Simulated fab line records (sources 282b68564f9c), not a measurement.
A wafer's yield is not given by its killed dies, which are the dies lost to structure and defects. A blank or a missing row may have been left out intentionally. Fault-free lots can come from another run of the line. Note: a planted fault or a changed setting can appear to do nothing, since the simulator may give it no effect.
fab line records ; flow rit_cmos
record: lots: 6; wafers: 18; last_day: 7
route steps=202 shown NLDD@110 PLDD@114 SPACER@125 NSD@131 PSD@142 M1@202
lots that met no fault: taken from a fault-free run of the same line
start_h: hours from the record's opening day to when the first of the lot's shown wafers began ; wait_h: hours from the lot's prior step to this one ; " the same as in the row above ; L1.1+2: a single row standing in for several wafers ; - either no value or no given start ; * or withheld: withheld ; < > ~ a bound
route shown NAME@n: a module of which the file shows steps, and the number in the route of the first ; usual: mean/standard deviation taken from wafers without a fault ; same: alike in all rows ; chamber/n: place in a boat ; sites: each site's reading ; _std_site: their standard deviation ; _edge_site: the outer-site mean with the inner-site mean subtracted ; radius_mm: how far each site lies from the wafer's centre ; mask NAME#n: copy n ; behind: the last tool/chamber to shape the wafer ; hold: why the lot was held/for how many hours/how that ended ; device: the n, p or np transistor that did not switch ; end of line: at the end of the route, the tests of the same wafers ; step lacking rows: just its recipe ; killed: count of dies lost to structure and defects at first sort (not the wafer's yield) ; map: shows each die of a wafer: x if killed, . if not, _ if none is there
set.NAME: setting as actually run; set.NAME@STEP: the setting as run at that earlier step ; model.NAME: the simulator's own value behind a step, which no gauge read
lots at selected steps of the route; one table per step, one row per wafer
services: when a tool's chamber went out of use (start_h, in hours from the record's first day, below 0 if earlier), for how many hours, and the reason
== steps ==
step: RIT_NLDD_HARDBAKE_07
recipe: resist: NOVOLAK; temp_c: 140; time_s: 60
step: RIT_NLDD_IMPLANT_08
recipe: species: P; energy_kev: 20; dose_cm2: 4.929e+14; tilt_deg: 7
step: RIT_NLDD_STRIP_09
recipe: chemistry: O2; time_s: 180; resist: NOVOLAK; platen_temp_c: withheld; power_w: 500; pressure_mtorr: 4000; o2_flow_sccm: 4000
usual: drypump_motor_current_A: 5.7/0.45
lot.wafer;tool;chamber;start_h;wait_h;drypump_motor_current_A;rf_hours_counter_h
L223.1;plasma_asher-01;1;101.56;0.1;6.3;51
L223.3;plasma_asher-01;1;101.56;0.1;6.3;-
L223.5;plasma_asher-01;1;101.56;0.1;6.3;-
L225.1;plasma_asher-01;0;111.97;0.1;5.8;52
L225.3;plasma_asher-01;0;111.97;0.1;5.8;-
L225.6;plasma_asher-01;0;111.97;0.1;5.8;-
L226.2;plasma_asher-03;1;121.22;0.1;5.1;38
L226.3;plasma_asher-03;0;121.22;0.1;5.7;-
L226.4;plasma_asher-03;1;121.22;0.1;5.1;-
L227.3;plasma_asher-03;1;128.48;0.1;5.1;-
L227.5;plasma_asher-03;1;128.48;0.1;5.1;-
L227.6;plasma_asher-03;0;128.48;0.1;5.8;-
L228.2;plasma_asher-01;0;131.09;0.1;5.8;54
L228.4;plasma_asher-01;0;131.09;0.1;5.8;-
L228.6;plasma_asher-01;0;131.09;0.1;5.7;-
L233.2;plasma_asher-01;0;159.84;0.1;5.7;56
L233.4;plasma_asher-01;1;159.84;0.1;6.3;-
L233.6;plasma_asher-01;0;159.84;0.1;5.7;-
step: RIT_NLDD_TW_MEAS_10
usual: NLDD_TW: 2496/30
lot.wafer;tool;chamber;start_h;wait_h;NLDD_TW
L223.1;film_metro-01;-;101.74;0.1;2513
L223.3;film_metro-01;-;101.74;0.1;2530
L223.5;film_metro-01;-;101.74;0.1;2508
L225.1;film_metro-01;-;112.15;0.1;2523
L225.3;film_metro-01;-;112.15;0.1;2517
L225.6;film_metro-01;-;112.15;0.1;2507
L226.2;film_metro-01;-;121.41;0.1;2508
L226.3;film_metro-01;-;121.41;0.1;2507
L226.4;film_metro-01;-;121.41;0.1;2507
L227.3;film_metro-03;-;128.61;0.1;2510
L227.5;film_metro-03;-;128.61;0.1;2503
L227.6;film_metro-03;-;128.61;0.1;2512
L228.2;film_metro-01;-;131.28;0.1;2514
L228.4;film_metro-01;-;131.28;0.1;2508
L228.6;film_metro-01;-;131.28;0.1;2517
L233.2;film_metro-04;-;160.03;0.1;2427
L233.4;film_metro-04;-;160.03;0.1;2432
L233.6;film_metro-04;-;160.03;0.1;2426
step: RIT_PLDD_HMDS_00
recipe: prime_time_s: 60; prime_temp_c: 140
step: RIT_PLDD_COAT_01
recipe: resist: NOVOLAK; spin_rpm: 3250; resist_thk_nm: 1000
step: RIT_PLDD_SOFTBAKE_02
recipe: resist: NOVOLAK; temp_c: 90.87; time_s: 60
step: RIT_PLDD_EXPOSE_03
recipe: mask_id: M8; na: 0.57; target_cd_nm: 40900; dose_mj: 250
step: RIT_PLDD_PEB_04
recipe: resist: NOVOLAK; temp_c: withheld; time_s: withheld
step: RIT_PLDD_DEVELOP_05
recipe: resist: NOVOLAK; develop_time_s: 50; dev_temp_c: 23
step: RIT_PLDD_OVL_MEAS_06
usual: PLDD_OVL: 0.4/1.6
lot.wafer;tool;chamber;start_h;wait_h;PLDD_OVL[nm]
L223.1;overlay-02;-;102.65;-;2.2
L223.3;overlay-02;-;102.65;-;-0.2
L223.5;overlay-02;-;102.65;-;-1.0
L225.1;overlay-01;-;113.06;-;2.9
L225.3;overlay-01;-;113.06;-;2.6
L225.6;overlay-01;-;113.06;-;4.7
L226.2;overlay-02;-;122.31;-;1.3
L226.3;overlay-02;-;122.31;-;0.7
L226.4;overlay-02;-;122.31;-;0.0
L227.3;overlay-01;-;129.52;-;-0.8
L227.5;overlay-01;-;129.52;-;0.7
L227.6;overlay-01;-;129.52;-;-1.1
L228.2;overlay-02;-;132.18;-;0.6
L228.4;overlay-02;-;132.18;-;0.7
L228.6;overlay-02;-;132.18;-;0.5
L233.2;overlay-02;-;160.93;-;-0.6
L233.4;overlay-02;-;160.93;-;-0.1
L233.6;overlay-02;-;160.93;-;0.0
step: RIT_PLDD_HARDBAKE_07
recipe: resist: NOVOLAK; temp_c: 140; time_s: 60
step: RIT_PLDD_IMPLANT_08
recipe: species: BF2; energy_kev: 20; dose_cm2: 9e+14; tilt_deg: 7
usual: beam_on_s: 10.02/0.22; dose_ions_cm2: 8.998e+14/9e+11; faraday_current_uA: 2817/61
lot.wafer;tool;chamber;start_h;wait_h;beam_on_s;dose_ions_cm2;faraday_current_uA
L223.1;implanter-04;0;102.83;0.1;10.14;8.992e+14;2794
L223.3;implanter-04;0;102.83;0.1;10.04;8.997e+14;2803
L223.5;implanter-04;0;102.83;0.1;10.13;9.009e+14;2797
L225.1;implanter-04;0;113.24;0.1;9.98;6.353e+14;2007
L225.3;implanter-04;0;113.24;0.1;9.96;6.342e+14;2000
L225.6;implanter-04;0;113.24;0.1;9.85;6.323e+14;2022
L226.2;implanter-04;0;122.52;0.1;10.33;6.365e+14;1920
L226.3;implanter-04;0;122.52;0.1;10.06;6.357e+14;1980
L226.4;implanter-04;0;122.52;0.1;9.95;6.359e+14;2013
L227.3;implanter-02;0;129.74;0.1;10.38;8.993e+14;2738
L227.5;implanter-02;0;129.74;0.1;10.28;9.01e+14;2752
L227.6;implanter-02;0;129.74;0.1;9.90;8.999e+14;2831
L228.2;implanter-02;0;132.39;0.1;9.98;9.009e+14;2843
L228.4;implanter-02;0;132.39;0.1;9.94;9.018e+14;2844
L228.6;implanter-02;0;132.39;0.1;10.07;8.997e+14;2799
L233.2;implanter-02;0;161.14;0.1;9.80;8.995e+14;2869
L233.4;implanter-02;0;161.14;0.1;9.88;8.998e+14;2859
L233.6;implanter-02;0;161.14;0.1;9.38;8.984e+14;3008
step: RIT_PLDD_STRIP_09
recipe: chemistry: O2; time_s: 180; resist: NOVOLAK; platen_temp_c: withheld; power_w: 500; pressure_mtorr: 4000; o2_flow_sccm: 4000
usual: drypump_motor_current_A: 5.8/0.59
lot.wafer;tool;chamber;start_h;wait_h;drypump_motor_current_A;rf_hours_counter_h
L223.1;plasma_asher-02;0;102.98;0.1;5.4;30
L223.3;plasma_asher-02;1;102.98;0.1;6.5;-
L223.5;plasma_asher-02;1;102.98;0.1;6.5;-
L225.1;plasma_asher-02;1;113.39;0.1;6.5;31
L225.3;plasma_asher-02;0;113.39;0.1;5.4;-
L225.6;plasma_asher-02;0;113.39;0.1;5.4;-
L226.2;plasma_asher-04;1;122.64;0.1;5.2;0
L226.3;plasma_asher-04;0;122.64;0.1;6.6;-
L226.4;plasma_asher-04;1;122.64;0.1;5.2;-
L227.3;plasma_asher-02;0;129.90;0.1;5.4;-
L227.5;plasma_asher-02;1;129.90;0.1;6.5;-
L227.6;plasma_asher-02;0;129.90;0.1;5.4;-
L228.2;plasma_asher-04;1;132.51;0.1;5.2;1
L228.4;plasma_asher-04;1;132.51;0.1;5.2;-
L228.6;plasma_asher-04;1;132.51;0.1;5.2;-
L233.2;plasma_asher-02;1;161.26;0.1;6.5;35
L233.4;plasma_asher-02;1;161.26;0.1;6.5;-
L233.6;plasma_asher-02;0;161.26;0.1;5.4;-
step: RIT_PLDD_TW_MEAS_10
usual: PLDD_TW: 2348/31
lot.wafer;tool;chamber;start_h;wait_h;PLDD_TW
L223.1;film_metro-03;-;103.16;0.1;2371
L223.3;film_metro-03;-;103.16;0.1;2370
L223.5;film_metro-03;-;103.16;0.1;2366
L225.1;film_metro-04;-;113.57;0.1;2115
L225.3;film_metro-04;-;113.57;0.1;2127
L225.6;film_metro-04;-;113.57;0.1;2120
L226.2;film_metro-01;-;122.83;0.1;2175
L226.3;film_metro-01;-;122.83;0.1;2184
L226.4;film_metro-01;-;122.83;0.1;2167
L227.3;film_metro-04;-;130.03;0.1;2322
L227.5;film_metro-04;-;130.03;0.1;2318
L227.6;film_metro-04;-;130.03;0.1;2334
L228.2;film_metro-01;-;132.70;0.1;2377
L228.4;film_metro-01;-;132.70;0.1;2372
L228.6;film_metro-01;-;132.70;0.1;2388
L233.2;film_metro-03;-;161.45;0.1;2339
L233.4;film_metro-03;-;161.45;0.1;2356
L233.6;film_metro-03;-;161.45;0.1;2352
step: RIT_SPACER_CLEAN_00
recipe: chemistry: SC1; mix: 3:3:50; time_s: 600; temp_c: 75
step: RIT_SPACER_CLEAN_01
recipe: chemistry: dHF; dilution: 50:1; time_s: 28.79
step: RIT_SPACER_CLEAN_02
recipe: chemistry: SC2; mix: 3:3:50; time_s: 600; temp_c: 75; dry: n2_spin
step: RIT_SPACER_CVD_03
recipe: material: Si3N4; target_thk_nm: 250; temp_c: 810; precursor: SiH2Cl2/NH3; time_s: 3300; pressure_mtorr: 300; sih2cl2_flow_sccm: 60; nh3_flow_sccm: 150
step: RIT_SPACER_THK_MEAS_04
recipe: reads: Si3N4_of_SPACER_CVD_03
usual: SPACER_NITRIDE_THK: 250.3/2.3
lot.wafer;tool;chamber;start_h;wait_h;SPACER_NITRIDE_THK[nm]
L223.1;film_metro-01;-;105.50;0.0;247.8
L223.3;film_metro-01;-;105.50;0.0;250.6
L223.5;film_metro-01;-;105.50;0.0;249.1
L225.1;film_metro-03;-;115.94;0.0;250.6
L225.3;film_metro-03;-;115.94;0.0;251.4
L225.6;film_metro-03;-;115.94;0.0;250.9
L226.2;film_metro-02;-;125.52;0.0;247.4
L226.3;film_metro-02;-;125.52;0.0;249.4
L226.4;film_metro-02;-;125.52;0.0;248.5
L227.3;film_metro-03;-;133.69;0.0;250.4
L227.5;film_metro-03;-;133.69;0.0;248.5
L227.6;film_metro-03;-;133.69;0.0;252.5
L228.2;film_metro-02;-;135.68;0.0;254.3
L228.4;film_metro-02;-;135.68;0.0;254.1
L228.6;film_metro-02;-;135.68;0.0;252.4
L233.2;film_metro-02;-;165.13;0.0;249.1
L233.4;film_metro-02;-;165.13;0.0;250.8
L233.6;film_metro-02;-;165.13;0.0;249.8
step: RIT_SPACER_ETCHBACK_05
recipe: target_depth_a: 2500; SF6_flow_sccm: 30; CHF3_flow_sccm: 30; target: Si3N4; chemistry: SF6/CHF3; pressure_mtorr: 40; rf_w: 250; time_s: 240; stop_on: SiO2
usual: drypump_motor_current_A: 5.9/0.58; oes_product_au: 0.848/0.013; throttle_valve_pct: 10.36/0.13
lot.wafer;tool;chamber;start_h;wait_h;drypump_motor_current_A;oes_product_au;rf_hours_counter_h;throttle_valve_pct
L223.1;rie_diel-01;2;105.56;0.1;4.7;0.839;153;10.28
L223.3;rie_diel-01;1;105.56;0.1;5.3;0.828;95;10.46
L223.5;rie_diel-01;1;105.56;0.1;5.3;0.827;-;10.45
L225.1;rie_diel-04;3;116.00;0.1;6.1;0.867;53;10.38
L225.3;rie_diel-04;2;116.00;0.1;6.3;0.835;5;10.56
L225.6;rie_diel-04;3;116.00;0.1;6.1;0.864;-;10.38
L226.2;rie_diel-02;2;125.57;0.0;6.5;0.839;10;10.24
L226.3;rie_diel-02;3;125.57;0.0;6.6;0.850;7;10.39
L226.4;rie_diel-02;3;125.57;0.0;6.6;0.837;-;10.37
L227.3;rie_diel-02;3;133.73;0.0;6.6;0.852;7;10.36
L227.5;rie_diel-02;0;133.73;0.0;6.4;0.851;-;10.42
L227.6;rie_diel-02;3;133.73;0.0;6.6;0.850;-;10.40
L228.2;rie_diel-01;0;135.73;0.0;5.4;0.853;28;10.54
L228.4;rie_diel-01;1;135.73;0.0;5.3;0.848;-;10.48
L228.6;rie_diel-01;3;135.73;0.0;6.5;0.873;-;10.39
L233.2;rie_diel-04;0;165.18;0.0;5.5;0.830;5;10.13
L233.4;rie_diel-04;3;165.18;0.0;6.1;0.873;54;10.38
L233.6;rie_diel-04;2;165.18;0.0;6.4;0.847;-;10.57
step: RIT_NSD_HMDS_00
recipe: prime_time_s: 60; prime_temp_c: 140
step: RIT_NSD_COAT_01
recipe: resist: NOVOLAK; spin_rpm: 3250; resist_thk_nm: 1000
step: RIT_NSD_SOFTBAKE_02
recipe: resist: NOVOLAK; temp_c: 90; time_s: 60
step: RIT_NSD_EXPOSE_03
recipe: mask_id: M9; na: 0.57; target_cd_nm: 40700; dose_mj: 250
step: RIT_NSD_PEB_04
recipe: resist: NOVOLAK; temp_c: withheld; time_s: withheld
step: RIT_NSD_DEVELOP_05
recipe: resist: NOVOLAK; develop_time_s: 50; dev_temp_c: 23
step: RIT_NSD_OVL_MEAS_06
usual: NSD_OVL: 0.6/1.4
lot.wafer;tool;chamber;start_h;wait_h;NSD_OVL[nm]
L223.1;overlay-02;-;106.68;-;-2.5
L223.3;overlay-02;-;106.68;-;-2.2
L223.5;overlay-02;-;106.68;-;-0.8
L225.1;overlay-02;-;117.00;-;3.3
L225.3;overlay-02;-;117.00;-;0.6
L225.6;overlay-02;-;117.00;-;2.0
L226.2;overlay-02;-;126.71;-;1.6
L226.3;overlay-02;-;126.71;-;1.2
L226.4;overlay-02;-;126.71;-;0.7
L227.3;overlay-01;-;134.92;-;2.3
L227.5;overlay-01;-;134.92;-;2.1
L227.6;overlay-01;-;134.92;-;1.3
L228.2;overlay-01;-;136.73;-;0.5
L228.4;overlay-01;-;136.73;-;-1.2
L228.6;overlay-01;-;136.73;-;1.0
L233.2;overlay-02;-;166.31;-;1.2
L233.4;overlay-02;-;166.31;-;0.1
L233.6;overlay-02;-;166.31;-;2.3
step: RIT_NSD_HARDBAKE_07
recipe: resist: NOVOLAK; temp_c: 140; time_s: 60
step: RIT_NSD_IMPLANT_08
recipe: species: P; energy_kev: 25; dose_cm2: 1e+15; tilt_deg: 7
step: RIT_NSD_STRIP_09
recipe: chemistry: O2; time_s: 180; resist: NOVOLAK; platen_temp_c: withheld; power_w: 500; pressure_mtorr: 4000; o2_flow_sccm: 4000
usual: drypump_motor_current_A: 5.9/0.48
lot.wafer;tool;chamber;start_h;wait_h;drypump_motor_current_A;rf_hours_counter_h
L223.1;plasma_asher-01;1;107.02;0.1;6.3;51
L223.3;plasma_asher-01;0;107.02;0.1;5.7;-
L223.5;plasma_asher-01;1;107.02;0.1;6.3;-
L225.1;plasma_asher-03;0;117.34;0.1;5.8;38
L225.3;plasma_asher-03;1;117.34;0.1;5.1;-
L225.6;plasma_asher-03;0;117.34;0.1;5.8;-
L226.2;plasma_asher-01;1;127.04;0.1;6.3;54
L226.3;plasma_asher-01;0;127.04;0.1;5.7;-
L226.4;plasma_asher-01;1;127.04;0.1;6.3;-
L227.3;plasma_asher-04;1;135.30;0.1;5.2;-
L227.5;plasma_asher-04;1;135.30;0.1;5.2;-
L227.6;plasma_asher-04;0;135.30;0.1;6.6;-
L228.2;plasma_asher-04;1;137.11;0.1;5.2;2
L228.4;plasma_asher-04;0;137.11;0.1;6.6;-
L228.6;plasma_asher-04;0;137.11;0.1;6.6;-
L233.2;plasma_asher-01;0;166.65;0.1;5.7;57
L233.4;plasma_asher-01;1;166.65;0.1;6.3;-
L233.6;plasma_asher-01;0;166.65;0.1;5.7;-
step: RIT_NSD_TW_MEAS_10
usual: NSD_TW: 3139/38
lot.wafer;tool;chamber;start_h;wait_h;NSD_TW
L223.1;film_metro-03;-;107.20;0.1;3153
L223.3;film_metro-03;-;107.20;0.1;3167
L223.5;film_metro-03;-;107.20;0.1;3165
L225.1;film_metro-01;-;117.51;0.1;3151
L225.3;film_metro-01;-;117.51;0.1;3154
L225.6;film_metro-01;-;117.51;0.1;3141
L226.2;film_metro-01;-;127.22;0.1;3166
L226.3;film_metro-01;-;127.22;0.1;3170
L226.4;film_metro-01;-;127.22;0.1;3169
L227.3;film_metro-01;-;135.43;0.1;3149
L227.5;film_metro-01;-;135.43;0.1;3162
L227.6;film_metro-01;-;135.43;0.1;3156
L228.2;film_metro-03;-;137.29;0.1;3169
L228.4;film_metro-03;-;137.29;0.1;3157
L228.6;film_metro-03;-;137.29;0.1;3145
L233.2;film_metro-03;-;166.83;0.1;3118
L233.4;film_metro-03;-;166.83;0.1;3155
L233.6;film_metro-03;-;166.83;0.1;3129
step: RIT_PSD_HMDS_00
recipe: prime_time_s: 60; prime_temp_c: 140
step: RIT_PSD_COAT_01
recipe: resist: NOVOLAK; spin_rpm: 3250; resist_thk_nm: 1000
step: RIT_PSD_SOFTBAKE_02
recipe: resist: NOVOLAK; temp_c: 90; time_s: 60
step: RIT_PSD_EXPOSE_03
recipe: mask_id: M10; na: 0.57; target_cd_nm: 40900; dose_mj: 250
step: RIT_PSD_PEB_04
recipe: resist: NOVOLAK; temp_c: withheld; time_s: withheld
step: RIT_PSD_DEVELOP_05
recipe: resist: NOVOLAK; develop_time_s: 50; dev_temp_c: 23
step: RIT_PSD_OVL_MEAS_06
usual: PSD_OVL: 0.1/1.4
lot.wafer;tool;chamber;start_h;wait_h;PSD_OVL[nm]
L223.1;overlay-01;-;108.11;-;1.6
L223.3;overlay-01;-;108.11;-;1.7
L223.5;overlay-01;-;108.11;-;0.7
L225.1;overlay-02;-;118.55;-;-1.8
L225.3;overlay-02;-;118.55;-;-0.9
L225.6;overlay-02;-;118.55;-;-0.8
L226.2;overlay-01;-;128.13;-;1.7
L226.3;overlay-01;-;128.13;-;1.8
L226.4;overlay-01;-;128.13;-;3.1
L227.3;overlay-02;-;136.82;-;-0.8
L227.5;overlay-02;-;136.82;-;-3.6
L227.6;overlay-02;-;136.82;-;-2.3
L228.2;overlay-02;-;138.32;-;0.4
L228.4;overlay-02;-;138.32;-;-0.4
L228.6;overlay-02;-;138.32;-;0.7
L233.2;overlay-01;-;167.78;-;1.1
L233.4;overlay-01;-;167.78;-;0.7
L233.6;overlay-01;-;167.78;-;3.2
step: RIT_PSD_HARDBAKE_07
recipe: resist: NOVOLAK; temp_c: 140; time_s: 60
step: RIT_PSD_IMPLANT_08
recipe: species: BF2; energy_kev: 27; dose_cm2: 5e+15; tilt_deg: 7
step: RIT_PSD_STRIP_09
recipe: chemistry: O2; time_s: 180; resist: NOVOLAK; platen_temp_c: withheld; power_w: 500; pressure_mtorr: 4000; o2_flow_sccm: 4000
usual: drypump_motor_current_A: 5.9/0.6
lot.wafer;tool;chamber;start_h;wait_h;drypump_motor_current_A;rf_hours_counter_h
L223.1;plasma_asher-04;1;108.45;0.1;5.2;53
L223.3;plasma_asher-04;1;108.45;0.1;5.2;-
L223.5;plasma_asher-04;1;108.45;0.1;5.2;-
L225.1;plasma_asher-04;1;118.88;0.1;5.3;0
L225.3;plasma_asher-04;0;118.88;0.1;6.5;-
L225.6;plasma_asher-04;1;118.88;0.1;5.3;-
L226.2;plasma_asher-04;1;128.46;0.1;5.2;1
L226.3;plasma_asher-04;0;128.46;0.1;6.6;-
L226.4;plasma_asher-04;1;128.46;0.1;5.2;-
L227.3;plasma_asher-02;1;137.24;0.1;6.5;-
L227.5;plasma_asher-02;1;137.24;0.1;6.5;-
L227.6;plasma_asher-02;0;137.24;0.1;5.4;-
L228.2;plasma_asher-02;0;138.65;0.1;5.4;33
L228.4;plasma_asher-02;0;138.65;0.1;5.4;-
L228.6;plasma_asher-02;1;138.65;0.1;6.5;-
L233.2;plasma_asher-02;0;168.11;0.1;5.4;36
L233.4;plasma_asher-02;0;168.11;0.1;5.4;-
L233.6;plasma_asher-02;1;168.11;0.1;6.5;-
step: RIT_SDANNEAL_RS_MEAS_06
recipe: thk_meas_gauge: four-point-probe
usual: PLDD_RS: 178.9/0.45
lot.wafer;tool;chamber;start_h;wait_h;PLDD_RS[ohm/sq]
L223.1;film_metro-01;-;109.36;0.1;179.4
L223.3;film_metro-01;-;109.36;0.1;179.6
L223.5;film_metro-01;-;109.36;0.1;179.0
L225.1;film_metro-01;-;119.78;0.1;215.9
L225.3;film_metro-01;-;119.78;0.1;215.6
L225.6;film_metro-01;-;119.78;0.1;215.3
L226.2;film_metro-04;-;129.73;0.1;215.0
L226.3;film_metro-04;-;129.73;0.1;214.8
L226.4;film_metro-04;-;129.73;0.1;215.0
L227.3;film_metro-03;-;138.12;0.1;178.8
L227.5;film_metro-03;-;138.12;0.1;178.9
L227.6;film_metro-03;-;138.12;0.1;178.9
L228.2;film_metro-04;-;139.57;0.1;179.1
L228.4;film_metro-04;-;139.57;0.1;178.4
L228.6;film_metro-04;-;139.57;0.1;178.7
L233.2;film_metro-04;-;169.05;0.1;178.9
L233.4;film_metro-04;-;169.05;0.1;179.5
L233.6;film_metro-04;-;169.05;0.1;178.7
step: RIT_M1_PROBE_99
usual: killed_at_M0_to_M3: 0.0/0.14; killed_at_contacts: 0.1/0.3; killed_at_front_end: 6.5/2.9; killed_dies: 6.6/3; killed_on_rim: 1.6/1.3; killed_open: 3.3/2; killed_short: 3.3/1.9
same: gross_dies: 264; killed_at_M4_up: 0; killed_at_back_side: 0; killed_at_other: 0
lot.wafer;tool;chamber;start_h;wait_h;killed_at_M0_to_M3;killed_at_contacts;killed_at_front_end;killed_dies;killed_on_rim;killed_open;killed_short;model.etest.pmos_turned.r_on_ohm_um;model.etest.pmos_0p3.r_on_ohm_um;model.etest.pmos_0p15.r_on_ohm_um;model.etest.pldd.rs_ohm_sq;model.etest.pldd.line_ohm_um;model.etest.pmos_turned.drive_ua_um;model.etest.pmos_0p15.drive_ua_um;model.etest.pmos_0p15.off_log10_a_um
L223.1;prober-01;-;116.38;0.1;0;0;7;7;1;7;0;3771;6454;2968;595;184.4;167.8;232.9;-10.76
L223.3;prober-01;-;116.48;0.2;0;0;12;12;3;5;7;3810;6584;3030;587.1;182;164.4;232.6;-10.94
L223.5;prober-01;-;116.58;0.2;0;0;3;3;0;1;2;3814;6566;3049;568.6;177.8;168.2;230.7;-10.94
L225.1;prober-01;-;129.39;0.1;0;1;13;14;6;8;6;3546;6470;2822;602.1;187.8;180.9;254.8;-10.21
L225.3;prober-01;-;129.49;0.2;0;0;7;7;2;4;3;3544;6568;2856;588.1;184.5;181.7;247.2;-10.53
L225.6;prober-01;-;129.64;0.2;0;0;5;5;1;3;2;3589;6474;2904;598.3;188;178.7;248.6;-10.5
L226.2;prober-02;-;136.77;0.1;0;1;4;5;1;5;0;4319;6842;3356;752.5;237.7;141.5;212.9;-11.18
L226.3;prober-02;-;136.82;0.2;0;0;1;1;0;0;1;4235;6852;3305;749.6;236.4;142.6;214;-11.24
L226.4;prober-02;-;136.87;0.2;0;1;13;14;7;7;7;4182;6810;3282;728.6;230.6;146.6;217;-11.08
L227.3;prober-01;-;147.28;0.2;0;0;8;8;2;2;6;3574;6463;2886;506.7;159.2;181.2;242.4;-10.72
L227.5;prober-01;-;147.38;0.2;0;0;7;7;1;4;3;3570;6456;2842;525.9;165.4;178.1;249.1;-10.34
L227.6;prober-01;-;147.43;0.2;0;0;8;8;2;3;5;3539;6412;2874;504.7;156.3;178.7;242.6;-10.68
L228.2;prober-02;-;150.10;0.1;0;0;8;8;3;6;2;3404;6292;2746;482.8;149.1;195.7;258.4;-10.28
L228.4;prober-02;-;150.20;0.2;0;0;5;5;1;4;1;3378;6207;2789;484.1;151.9;197;258.4;-10.32
L228.6;prober-02;-;150.30;0.2;0;0;10;10;2;3;7;3244;6145;2624;468;147.8;205.3;268.8;-10.04
L233.2;prober-01;-;177.58;0.1;0;0;12;12;1;5;7;3518;6352;2802;519.6;162.1;184.4;252.6;-10.57
L233.4;prober-01;-;177.68;0.2;1;0;6;7;1;5;2;3507;6169;2789;542.3;171.1;184.1;254.7;-10.45
L233.6;prober-01;-;177.78;0.2;0;0;7;7;3;4;3;3473;6212;2747;535.9;168.7;184.7;255.8;-10.43
killed by level:class
L223.1 FOX1:geometric_particle:open=3 GATE:geometric_particle:open=3 REOX:geometric_particle:open=1
L223.3 FOX2:geometric_particle:open=2 GATE:geometric_particle:short=2 GATE:geometric_particle:open=2 REOX:geometric_particle:short=2 SPACER:geometric_particle:short=2 SILICIDE:geometric_particle:short=1 SILICIDE:geometric_particle:open=1
L223.5 FOX2:geometric_particle:open=1 FOX2:geometric_particle:short=1 GATE:geometric_particle:short=1
L225.1 SPACER:geometric_particle:short=3 SILICIDE:geometric_particle:open=3 FOX1:geometric_particle:short=2 REOX:geometric_particle:open=2 SPACER:geometric_particle:open=2 SILICIDE:geometric_particle:short=1 CONTACT:geometric_particle:open=1
L225.3 GATE:geometric_particle:open=2 FOX1:geometric_particle:open=1 GATE:geometric_particle:short=1 SPACER:geometric_particle:short=1 SILICIDE:geometric_particle:open=1 SILICIDE:geometric_particle:short=1
L225.6 SPACER:geometric_particle:short=2 SILICIDE:geometric_particle:open=2 SPACER:geometric_particle:open=1
L226.2 REOX:geometric_particle:open=2 FOX2:geometric_particle:open=1 GATE:geometric_particle:open=1 CONTACT:geometric_particle:open=1
L226.3 FOX1:geometric_particle:short=1
L226.4 GATE:geometric_particle:open=3 FOX1:geometric_particle:short=2 GATE:geometric_particle:short=2 REOX:geometric_particle:open=2 REOX:geometric_particle:short=2 SPACER:geometric_particle:short=1 SILICIDE:geometric_particle:open=1 CONTACT:geometric_particle:open=1
L227.3 GATE:geometric_particle:short=4 SPACER:geometric_particle:short=2 GATE:geometric_particle:open=1 SPACER:geometric_particle:open=1
L227.5 FOX1:geometric_particle:open=2 SPACER:geometric_particle:open=2 FOX1:geometric_particle:short=1 GATE:geometric_particle:short=1 SPACER:geometric_particle:short=1
L227.6 SPACER:geometric_particle:short=3 GATE:geometric_particle:short=2 SPACER:geometric_particle:open=2 FOX2:geometric_particle:open=1
L228.2 REOX:geometric_particle:open=3 GATE:geometric_particle:open=2 FOX2:geometric_particle:short=1 FOX2:geometric_particle:open=1 REOX:geometric_particle:short=1
L228.4 SPACER:geometric_particle:open=2 FOX1:geometric_particle:short=1 GATE:geometric_particle:open=1 REOX:geometric_particle:open=1
L228.6 FOX2:geometric_particle:short=2 GATE:geometric_particle:open=2 FOX1:geometric_particle:short=1 GATE:geometric_particle:short=1 REOX:geometric_particle:short=1 REOX:geometric_particle:open=1 SPACER:geometric_particle:short=1 SILICIDE:geometric_particle:short=1
L233.2 GATE:geometric_particle:open=3 REOX:geometric_particle:short=3 SPACER:geometric_particle:short=2 FOX2:geometric_particle:short=1 REOX:geometric_particle:open=1 SPACER:geometric_particle:open=1 SILICIDE:geometric_particle:short=1
L233.4 GATE:geometric_particle:open=3 FOX2:geometric_particle:short=1 GATE:geometric_particle:short=1 SPACER:geometric_particle:open=1 M1:geometric_particle:open=1
L233.6 GATE:geometric_particle:open=2 SPACER:geometric_particle:open=2 FOX2:geometric_particle:short=1 GATE:geometric_particle:short=1 SILICIDE:geometric_particle:short=1
== services ==
tool;chamber;start_h;hours;kind
plasma_asher-04;-;108.75;9.0;pm
plasma_asher-04;0;108.75;9.0;vent_cycle
plasma_asher-04;1;108.75;9.0;vent_cycle
plasma_asher-04;0;117.75;-;clean
plasma_asher-04;1;117.75;-;clean
rie_diel-02;1;120.10;5.9;repair
rie_diel-01;2;134.55;-;clean
rie_diel-01;2;134.55;22.2;scheduled_down
rie_diel-01;2;134.55;22.2;vent_cycle
implanter-04;-;152.88;2.5;pm
rie_diel-04;0;155.56;5.7;repair
implanter-02;-;158.56;2.1;repair
rie_diel-02;0;162.70;20.9;repair
rie_diel-04;0;167.59;5.1;repair
== key ==
first_sign: step: RIT_PLDD_IMPLANT_08; reading: dose_ions_cm2; direction: down; sigmas: 99+; usual: 8.998e+14; struck: 6.35e+14
effect: step: RIT_PLDD_IMPLANT_08; reading: faraday_current_uA; direction: down; sigmas: 14; usual: 2817; struck: 1990
effect: step: RIT_PLDD_TW_MEAS_10; reading: PLDD_TW; direction: down; sigmas: 6.5; usual: 2348; struck: 2148
effect: step: RIT_SDANNEAL_RS_MEAS_06; reading: PLDD_RS; direction: up; sigmas: 82; usual: 178.9; struck: 215.3
model_effect: step: RIT_M1_PROBE_99; value: etest.pmos_turned.r_on_ohm_um; without: 3505; struck: 3903
met_at RIT_PLDD_IMPLANT_08
struck_wafers L225.1,L225.3,L225.6,L226.2,L226.3,L226.4
tester_left_out L225,L226
onset_between 102.83 113.24
fault: kind: process_parameter_drift; tool: implanter-04; chamber: -; onset_h: 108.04; steps: RIT_PLDD_IMPLANT_08; channel: dose_cm2; offset: -2.6466e+14; shape: step; end_h: 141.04; acts_in: these_recipes_only; stated: 9e+14
tester_left_out: of these lots the tester's yield and bins aren't shown, on N5 and GAA mostly nor the transistor test; their killed dies are dies lost to structure and defects alone, not to doping, threshold or leakage, so they don't give the yield
